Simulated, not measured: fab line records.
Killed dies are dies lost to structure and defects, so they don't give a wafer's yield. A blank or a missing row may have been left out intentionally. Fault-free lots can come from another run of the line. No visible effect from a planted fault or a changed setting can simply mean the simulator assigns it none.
Which of the tools did it? + flow rit cmos + 14 lots with 42 wafers sampled at 2 steps, on a route of 202 steps

WHAT THE GAUGES SHOWED, per wafer
RIT_SDANNEAL_RS_MEAS_07: measures by four-point-probe. Usual: NLDD_RS gives 151.6 ohm/sq (standard deviation 0.57).
| lot  | measured    | on            | NLDD_RS (ohm/sq)  | flag |
|------|-------------|---------------|-------------------|------|
| L874 | day 3 22:25 | film metro-03 | 151.7 152.0 152.1 |      |
| L875 | day 4 05:12 | film metro-02 | 150.8 150.9 151.2 |      |
| L876 | day 4 10:13 | film metro-03 | 151.1 150.9 150.8 |      |
| L877 | day 4 10:22 | film metro-04 | 151.5 151.5 151.8 |      |
| L879 | day 4 15:07 | film metro-04 | 152.9 152.2 151.5 |      |
| L881 | day 4 21:40 | film metro-03 | 152.1 151.4 152.2 |      |
| L885 | day 5 15:38 | film metro-04 | - - -             | OFF  |
| L886 | day 5 19:53 | film metro-03 | - - -             | OFF  |
| L887 | day 6 01:31 | film metro-04 | 151.7 151.5 151.5 |      |
| L888 | day 6 08:05 | film metro-03 | 151.3 151.2 151.7 |      |
| L890 | day 6 14:03 | film metro-03 | 151.5 151.7 151.0 |      |
| L892 | day 7 03:00 | film metro-04 | 151.6 152.1 151.9 |      |
| L894 | day 7 09:08 | film metro-04 | 150.9 151.1 150.7 |      |
| L897 | day 8 01:42 | film metro-04 | 151.1 151.7 151.4 |      |

TOOL THAT RAN EACH LOT (tool first, then ch and the chambers of the sampled wafers, then the start)
| lot  | RIT_NLDD_IMPLANT_08            |
|------|--------------------------------|
| L874 | implanter-04 ch 0, day 3 13:59 |
| L875 | implanter-02 ch 0, day 3 20:42 |
| L876 | implanter-04 ch 0, day 4 01:11 |
| L877 | implanter-02 ch 0, day 4 01:41 |
| L879 | implanter-04 ch 0, day 4 06:33 |
| L881 | implanter-01 ch 0, day 4 13:20 |
| L885 | implanter-04 ch 0, day 5 07:11 |
| L886 | implanter-04 ch 0, day 5 11:46 |
| L887 | implanter-01 ch 0, day 5 17:22 |
| L888 | implanter-01 ch 0, day 5 22:59 |
| L890 | implanter-02 ch 0, day 6 05:24 |
| L892 | implanter-02 ch 0, day 6 18:25 |
| L894 | implanter-01 ch 0, day 7 00:19 |
| L897 | implanter-01 ch 0, day 7 17:47 |
- RIT_NLDD_IMPLANT_08

AS READ BY THE TOOLS THEMSELVES (means over the sampled wafers that have a number; for cases with no such wafer, the mark the record gives instead)
RIT_NLDD_IMPLANT_08. Usual: tilt deg 6.998 degrees, standard deviation 0.023.
| lot  | tool         | tilt deg (degrees) | flag |
|------|--------------|--------------------|------|
| L874 | implanter-04 | 7.014              |      |
| L875 | implanter-02 | 6.988              |      |
| L876 | implanter-04 | 6.995              |      |
| L877 | implanter-02 | 6.994              |      |
| L879 | implanter-04 | 6.964              |      |
| L881 | implanter-01 | 6.975              |      |
| L885 | implanter-04 | 3.085              | OFF  |
| L886 | implanter-04 | 3.097              | OFF  |
| L887 | implanter-01 | 6.996              |      |
| L888 | implanter-01 | 6.990              |      |
| L890 | implanter-02 | 6.985              |      |
| L892 | implanter-02 | 6.990              |      |
| L894 | implanter-01 | 7.027              |      |
| L897 | implanter-01 | 6.965              |      |

THE ANSWER, worked out from the rows above alone
Rule: a lot is off if the mean of its wafers that have a number lies more than 3 standard deviations from the usual mean. A lot without any number at a reading at which 4 lots or more have one is off too. The other lots that the step has rows for count as sound. First the gauges in route order, then the tools' own readings, where a lot's mean is used as printed above. The first step at which some lot is off is used, and at that step the reading that is off furthest; a lot without a number counts as furthest.
Off: L885, L886, seen at RIT_SDANNEAL_RS_MEAS_07 (NLDD_RS). Without a number there: L885, L886.
A tool fits if, at a process step before that reading, it ran every lot that is off, and no sound lot after the first of them. Not tried: the gauges at RIT_SDANNEAL_RS_MEAS_07; whatever is off there is also off at RIT_NLDD_IMPLANT_08, on other tools, and gauge error can't account for it. One fits: implanter-04 at RIT_NLDD_IMPLANT_08. Its last sound lot is L879 (day 4 06:33), its first lot that is off L885 (day 5 07:11): a fault that began between those two fits.
The tool's own readings at RIT_NLDD_IMPLANT_08 bear it out: on the lots that are off they differ by more than 5 times the standard deviation of the sound lots' means. tilt deg reads 3.091 degrees there against 6.990 degrees on the sound lots.

WHAT THE SIMULATOR PUT IN
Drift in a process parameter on implanter-04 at RIT_NLDD_IMPLANT_08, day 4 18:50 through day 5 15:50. A move of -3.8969 in setting tilt deg, from 7. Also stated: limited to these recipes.
Lots struck among those shown: L885, L886. The same result came from the rule above.
